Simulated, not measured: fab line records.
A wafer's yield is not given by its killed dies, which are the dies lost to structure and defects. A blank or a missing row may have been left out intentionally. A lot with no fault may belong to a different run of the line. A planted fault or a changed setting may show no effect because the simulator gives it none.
fab line records	flow rit_cmos
record: lots: 5	wafers: 23
route steps=202 shown PSD@143 SDANNEAL@154 CONTACT@173 M1@190
start_h: the number of hours between the record's first day and the start of the first shown wafer of the lot	wait_h: hours since the lot's step before	" as in the row above	L1.1+2: several wafers, shown together as one row	- no value, or no start was given	* or withheld: withheld	< > ~ a bound
route shown NAME@n: names a module that has steps shown in the file, with the first one's number in the route	usual: mean/standard deviation of fault-free wafers	same: alike in all rows	chamber/n: place in a boat	sites: readings site by site	_std_site: the standard deviation of these	_edge_site: inner sites' mean taken away from outer sites' mean	radius_mm: how far each site lies from the wafer's centre	mask NAME#n: copy n	behind: tool/chamber where the wafer was last shaped	hold: reason for holding the lot/hours on hold/outcome of the hold	device: transistor that didn't switch, given as n, p or np	end of line: the tests these same wafers got at the end of their route	a step with no rows: only its recipe	killed: count of dies lost to structure and defects at first sort (not the wafer's yield)	map: a wafer's dies, x killed, . not, _ none there
set.NAME: the run value of the setting; set.NAME@STEP: its run value at that earlier step	model.NAME: the simulator's own value behind a step, which no gauge read
lots whose settings were changed on purpose; a table a step, a row a wafer
== steps ==
step: RIT_PSD_COAT_01
recipe: resist: NOVOLAK	spin_rpm: 3250	resist_thk_nm: 1000
lot.wafer	tool	chamber	start_h	wait_h	set.spin_rpm	model.NOVOLAK_of_PSD_COAT_01.thk_nm
L076.1+2	litho_track-01	0	60.72	0.1	3250	1003
L076.3	"	0	"	"	3159	1015
L076.5	"	0	"	"	3159	1016
L076.6	"	0	"	"	3159	1018
L079.1	litho_track-03	0	75.72	0.1	3390	980.7
L079.3	"	0	"	"	3390	983.3
L079.4	"	0	"	"	3250	1001
L079.5	"	0	"	"	3390	981.2
L079.6	"	0	"	"	3250	1003
L078.1+6	litho_track-03	0	76.25	0.1	3250	1001
L078.2	"	0	"	"	3009	1040
L078.3	"	0	"	"	3009	1038
L078.5	"	0	"	"	3250	1006
L084.2	litho_track-04	0	104.40	0.1	3250	998.8
L084.4	"	0	"	"	3250	995.9
L084.5	"	0	"	"	3250	996.6
L085.1+5	litho_track-04	0	109.28	0.1	3250	1002
L085.2	"	0	"	"	3250	1003
L085.3	"	0	"	"	3456	972
L085.4	"	0	"	"	3456	971.8
step: RIT_PSD_SOFTBAKE_02
recipe: resist: NOVOLAK	temp_c: 90	time_s: 60
step: RIT_PSD_EXPOSE_03
recipe: mask_id: M10	na: 0.57	target_cd_nm: 40900	dose_mj: 250
step: RIT_PSD_DEVELOP_05
recipe: resist: NOVOLAK	develop_time_s: 50	dev_temp_c: 23
step: RIT_PSD_HARDBAKE_07
recipe: resist: NOVOLAK	temp_c: 140	time_s: 60
lot.wafer	tool	chamber	start_h	wait_h	set.spin_rpm@PSD_COAT_01	model.NOVOLAK_of_PSD_COAT_01.thk_nm
L076.1	litho_track-03	0	61.73	0.1	3250	886.3
L076.2	"	0	"	"	3250	886.1
L076.3	"	0	"	"	3159	896.8
L076.5	"	0	"	"	3159	897.5
L076.6	"	0	"	"	3159	899.3
L079.1	litho_track-03	0	76.83	0.1	3390	866.8
L079.3	"	0	"	"	3390	869.1
L079.4	"	0	"	"	3250	884.3
L079.5	"	0	"	"	3390	867.4
L079.6	"	0	"	"	3250	886.2
L078.1+6	litho_track-03	0	77.00	0.0	3250	884.2
L078.2	"	0	"	"	3009	918.7
L078.3	"	0	"	"	3009	916.7
L078.5	"	0	"	"	3250	888.7
L084.2	litho_track-03	0	105.26	0.0	3250	882.7
L084.4	"	0	"	"	3250	880.1
L084.5	"	0	"	"	3250	880.7
L085.1+5	litho_track-01	0	110.15	0.0	3250	885.4
L085.2	"	0	"	"	3250	886.8
L085.3	"	0	"	"	3456	859.2
L085.4	"	0	"	"	3456	859
step: RIT_SDANNEAL_CLEAN_01
recipe: chemistry: dHF	dilution: 50:1	time_s: 30
lot.wafer	tool	chamber	start_h	wait_h	set.time_s	model.SiO2_of_FOX2_OXIDATION_00.thk_nm
L076.1	-	-	-	0.0	27.22	170.5
L076.2	"	-	"	"	27.22	173.2
L076.3	"	-	"	"	27.22	157.5
L076.5	"	-	"	"	27.22	171.1
L076.6	"	-	"	"	27.22	168.5
L079.1	-	-	-	0.0	32.92	125.2
L079.3	"	-	"	"	32.92	126.5
L079.4	"	-	"	"	32.92	126.8
L079.5	"	-	"	"	32.92	125.1
L079.6	"	-	"	"	32.92	126
L078.1	-	-	-	0.0	27.45	194.6
L078.2	"	-	"	"	27.45	194.2
L078.3	"	-	"	"	27.45	190.2
L078.5	"	-	"	"	27.45	182.3
L078.6	"	-	"	"	27.45	196.6
L084.2	wet_bench-03	0	105.96	0.0	30	169.1
L084.4	"	0	"	"	30	174.6
L084.5	"	0	"	"	30	170.6
L085.1	-	-	-	0.0	30	150.9
L085.2	"	-	"	"	30	151.3
L085.3	"	-	"	"	30	155.3
L085.4	"	-	"	"	30	158.7
L085.5	"	-	"	"	30	151.1
step: RIT_CONTACT_EXPOSE_05
recipe: mask_id: M11	na: 0.6	source_shape: conventional	sigma_outer: 0.5	target_cd_nm: 1000	dose_mj: 250
lot.wafer	tool	chamber	start_h	wait_h	mask	set.dose_mj
L076.1+6	iline_stepper-01	0	64.28	0.1	M11#0	242
L076.2+3+5	"	0	"	"	M11#0	250
L079.1+5	iline_stepper-01	0	79.36	0.1	M11#0	250
L079.3+4+6	"	0	"	"	M11#0	233.9
L078.1+2+6	iline_stepper-02	0	79.77	0.2	M11#0	250
L078.3+5	"	0	"	"	M11#0	243.4
L084.2+4+5	iline_stepper-01	0	107.94	0.2	M11#0	250
L085.1+4+5	iline_stepper-01	0	112.69	0.1	M11#0	237.2
L085.2+3	"	0	"	"	M11#0	250
step: RIT_CONTACT_PEB_06
recipe: resist: NOVOLAK	temp_c: withheld	time_s: withheld
step: RIT_CONTACT_DEVELOP_07
recipe: resist: NOVOLAK	develop_time_s: 122.7	dev_temp_c: 23
lot.wafer	tool	chamber	start_h	wait_h	set.dose_mj@CONTACT_EXPOSE_05	model.CONTACT.cd_nm
L076.1	litho_track-03	0	-	-	242	992.3
L076.2	"	0	"	"	250	1003
L076.3	"	0	"	"	250	1000
L076.5	"	0	"	"	250	1004
L076.6	"	0	"	"	242	992.7
L079.1	litho_track-01	0	-	-	250	998.9
L079.3	"	0	"	"	233.9	982.7
L079.4	"	0	"	"	233.9	984.4
L079.5	"	0	"	"	250	998.7
L079.6	"	0	"	"	233.9	982
L078.1	litho_track-03	0	-	-	250	1001
L078.2	"	0	"	"	250	999.2
L078.3	"	0	"	"	243.4	992.6
L078.5	"	0	"	"	243.4	991.3
L078.6	"	0	"	"	250	999.3
L084.2	litho_track-01	0	-	-	250	999.3
L084.4	"	0	"	"	250	1001
L084.5	"	0	"	"	250	1000
L085.1	litho_track-01	0	-	-	237.2	986.2
L085.2	"	0	"	"	250	1000
L085.3	"	0	"	"	250	1002
L085.4	"	0	"	"	237.2	985.7
L085.5	"	0	"	"	237.2	982.9
step: RIT_CONTACT_CD_MEAS_08
recipe: target_cd_nm: 1000
usual: cd_nm: 999.7/2
lot.wafer	tool	chamber	start_h	wait_h	set.dose_mj@CONTACT_EXPOSE_05	cd_nm
L076.1	cd_sem-01	-	64.80	-	242	992.1
L076.2	"	-	"	"	250	1003.5
L076.3	"	-	"	"	250	1000.7
L076.5	"	-	"	"	250	1003.8
L076.6	"	-	"	"	242	992.7
L079.1	cd_sem-02	-	79.87	-	250	999.2
L079.3	"	-	"	"	233.9	982.9
L079.4	"	-	"	"	233.9	984.1
L079.5	"	-	"	"	250	998.8
L079.6	"	-	"	"	233.9	982.0
L078.1	cd_sem-01	-	80.29	-	250	1000.5
L078.2	"	-	"	"	250	999.0
L078.3	"	-	"	"	243.4	992.7
L078.5	"	-	"	"	243.4	991.4
L078.6	"	-	"	"	250	999.1
L084.2	cd_sem-02	-	108.46	-	250	999.2
L084.4	"	-	"	"	250	1001.2
L084.5	"	-	"	"	250	999.8
L085.1	cd_sem-01	-	113.21	-	237.2	986.2
L085.2	"	-	"	"	250	1000.2
L085.3	"	-	"	"	250	1001.3
L085.4	"	-	"	"	237.2	986.0
L085.5	"	-	"	"	237.2	983.0
step: RIT_CONTACT_HARDBAKE_10
recipe: resist: NOVOLAK	temp_c: 140	time_s: 60
step: RIT_CONTACT_ETCH_11
recipe: target_depth_a: 4800	over_etch_frac: 0.2	stop_on: TiSi2	chemistry: CHF3/CF4/Ar	target: SiO2	CHF3_flow_sccm: 50	cf4_flow_sccm: 10	Ar_flow_sccm: 100	O2_flow_sccm: 5	pressure_mtorr: 100	rf_w: 200	time_s: 320
lot.wafer	tool	chamber	start_h	wait_h	set.dose_mj@CONTACT_EXPOSE_05	model.CONTACT.cd_nm
L076.1	rie_diel-03	3	65.10	0.1	242	992.9
L076.2	"	2	"	"	250	1003
L076.3	"	1	"	"	250	1000
L076.5	"	2	"	"	250	1004
L076.6	"	3	"	"	242	993.2
L079.1	rie_diel-02	1	80.18	0.1	250	998.7
L079.3	"	3	"	"	233.9	982.8
L079.4	"	3	"	"	233.9	984.7
L079.5	"	1	"	"	250	998.5
L079.6	"	0	"	"	233.9	982.6
L078.1	rie_diel-03	0	80.59	0.1	250	1000
L078.2	"	3	"	"	250	999.6
L078.3	"	2	"	"	243.4	992.7
L078.5	"	2	"	"	243.4	991.3
L078.6	"	3	"	"	250	999.5
L084.2	rie_diel-03	3	108.74	0.1	250	999.6
L084.4	"	2	"	"	250	1001
L084.5	"	3	"	"	250	1000
L085.1+4	rie_diel-04	1,3	113.55	0.1	237.2	985.7
L085.2	"	0	"	"	250	999.9
L085.3	"	2	"	"	250	1002
L085.5	"	3	"	"	237.2	982.8
step: RIT_CONTACT_STRIP_12
recipe: chemistry: O2	time_s: 180	resist: NOVOLAK	platen_temp_c: withheld	power_w: 500	pressure_mtorr: 4000	o2_flow_sccm: 4000
step: RIT_CONTACT_CD_MEAS_90
recipe: target_cd_nm: 1000
usual: cd_nm: 999.7/2.1
lot.wafer	tool	chamber	start_h	wait_h	set.dose_mj@CONTACT_EXPOSE_05	cd_nm
L076.1	cd_sem-02	-	65.47	0.1	242	992.8
L076.2	"	-	"	"	250	1003.7
L076.3	"	-	"	"	250	1000.5
L076.5	"	-	"	"	250	1003.8
L076.6	"	-	"	"	242	993.1
L079.1	cd_sem-02	-	80.55	0.1	250	998.5
L079.3	"	-	"	"	233.9	982.9
L079.4	"	-	"	"	233.9	984.8
L079.5	"	-	"	"	250	998.4
L079.6	"	-	"	"	233.9	982.7
L078.1	cd_sem-02	-	80.96	0.1	250	1000.7
L078.2	"	-	"	"	250	999.5
L078.3	"	-	"	"	243.4	992.2
L078.5	"	-	"	"	243.4	991.3
L078.6	"	-	"	"	250	999.1
L084.2	cd_sem-01	-	109.13	0.1	250	999.6
L084.4	"	-	"	"	250	1001.0
L084.5	"	-	"	"	250	999.9
L085.1	cd_sem-02	-	113.92	0.1	237.2	985.8
L085.2	"	-	"	"	250	1000.3
L085.3	"	-	"	"	250	1001.6
L085.4	"	-	"	"	237.2	985.9
L085.5	"	-	"	"	237.2	982.7
step: RIT_M1_EXPOSE_06
recipe: mask_id: M12	na: 0.6	source_shape: conventional	sigma_outer: 0.5	target_cd_nm: 2600	dose_mj: 250
lot.wafer	tool	chamber	start_h	wait_h	mask	set.dose_mj
L076.1+3+5	iline_stepper-02	0	66.99	0.2	M12#0	268.3
L076.2+6	"	0	"	"	M12#0	250
L079.1+4+6	iline_stepper-01	0	82.10	0.2	M12#0	256.2
L079.3+5	"	0	"	"	M12#0	250
L078.1+2+3+5+6	iline_stepper-02	0	82.50	0.2	M12#0	250
L084.2+4+5	iline_stepper-01	0	110.67	0.2	M12#0	250
L085.1+3	iline_stepper-01	0	115.33	0.1	M12#0	250
L085.2+4+5	"	0	"	"	M12#0	234.9
step: RIT_M1_DEVELOP_08
recipe: resist: NOVOLAK	develop_time_s: 68	dev_temp_c: 23
lot.wafer	tool	chamber	start_h	wait_h	set.develop_time_s
L076.1+5	litho_track-04	0	-	-	70.65
L076.2+3+6	"	0	"	"	68
L079.1+3+4+5+6	litho_track-04	0	-	-	68
L078.1+3	litho_track-04	0	-	-	68
L078.2+5+6	"	0	"	"	63.04
L084.2+4+5	litho_track-04	0	-	-	68
L085.1+2+5	litho_track-04	0	-	-	72.4
L085.3+4	"	0	"	"	68
step: RIT_M1_CD_MEAS_09
recipe: target_cd_nm: 2600
usual: cd_nm: 2600.2/2
lot.wafer	tool	chamber	start_h	wait_h	set.dose_mj@M1_EXPOSE_06	cd_nm
L076.1	cd_sem-02	-	67.42	-	268.3	2578.2
L076.2	"	-	"	"	250	2601.4
L076.3	"	-	"	"	268.3	2580.5
L076.5	"	-	"	"	268.3	2576.3
L076.6	"	-	"	"	250	2602.1
L079.1	cd_sem-01	-	82.53	-	256.2	2588.2
L079.3	"	-	"	"	250	2598.8
L079.4	"	-	"	"	256.2	2588.3
L079.5	"	-	"	"	250	2596.2
L079.6	"	-	"	"	256.2	2590.0
L078.1	cd_sem-02	-	82.93	-	250	2596.2
L078.2	"	-	"	"	250	2605.0
L078.3	"	-	"	"	250	2598.0
L078.5	"	-	"	"	250	2603.6
L078.6	"	-	"	"	250	2605.3
L084.2	cd_sem-01	-	111.10	-	250	2598.9
L084.4	"	-	"	"	250	2597.3
L084.5	"	-	"	"	250	2597.1
L085.1	cd_sem-01	-	115.76	-	250	2594.0
L085.2	"	-	"	"	234.9	2611.8
L085.3	"	-	"	"	250	2600.5
L085.4	"	-	"	"	234.9	2617.2
L085.5	"	-	"	"	234.9	2612.3
== key ==
split: step: RIT_PSD_COAT_01	setting: spin_rpm	stated: 3250	by: wafer
response: step: RIT_PSD_COAT_01	reading: model.NOVOLAK_of_PSD_COAT_01.thk_nm	change: -4.84	per: 1%	r: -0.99
response: step: RIT_PSD_HARDBAKE_07	reading: model.NOVOLAK_of_PSD_COAT_01.thk_nm	change: -4.23	per: 1%	r: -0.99
split: step: RIT_SDANNEAL_CLEAN_01	setting: time_s	stated: 30	by: lot
response: step: RIT_SDANNEAL_CLEAN_01	reading: model.SiO2_of_FOX2_OXIDATION_00.thk_nm	change: -2.79	per: 1%	r: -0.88
split: step: RIT_CONTACT_EXPOSE_05	setting: dose_mj	stated: 250	by: wafer
response: step: RIT_CONTACT_DEVELOP_07	reading: model.CONTACT.cd_nm	change: +2.77	per: 1%	r: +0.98
response: step: RIT_CONTACT_CD_MEAS_08	reading: cd_nm	change: +2.78	per: 1%	r: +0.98
response: step: RIT_CONTACT_ETCH_11	reading: model.CONTACT.cd_nm	change: +2.72	per: 1%	r: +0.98
response: step: RIT_CONTACT_CD_MEAS_90	reading: cd_nm	change: +2.72	per: 1%	r: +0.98
split: step: RIT_M1_EXPOSE_06	setting: dose_mj	stated: 250	by: wafer
response: step: RIT_M1_CD_MEAS_09	reading: cd_nm	change: -3.04	per: 1%	r: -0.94
split: step: RIT_M1_DEVELOP_08	setting: develop_time_s	stated: 68	by: wafer
response none clear
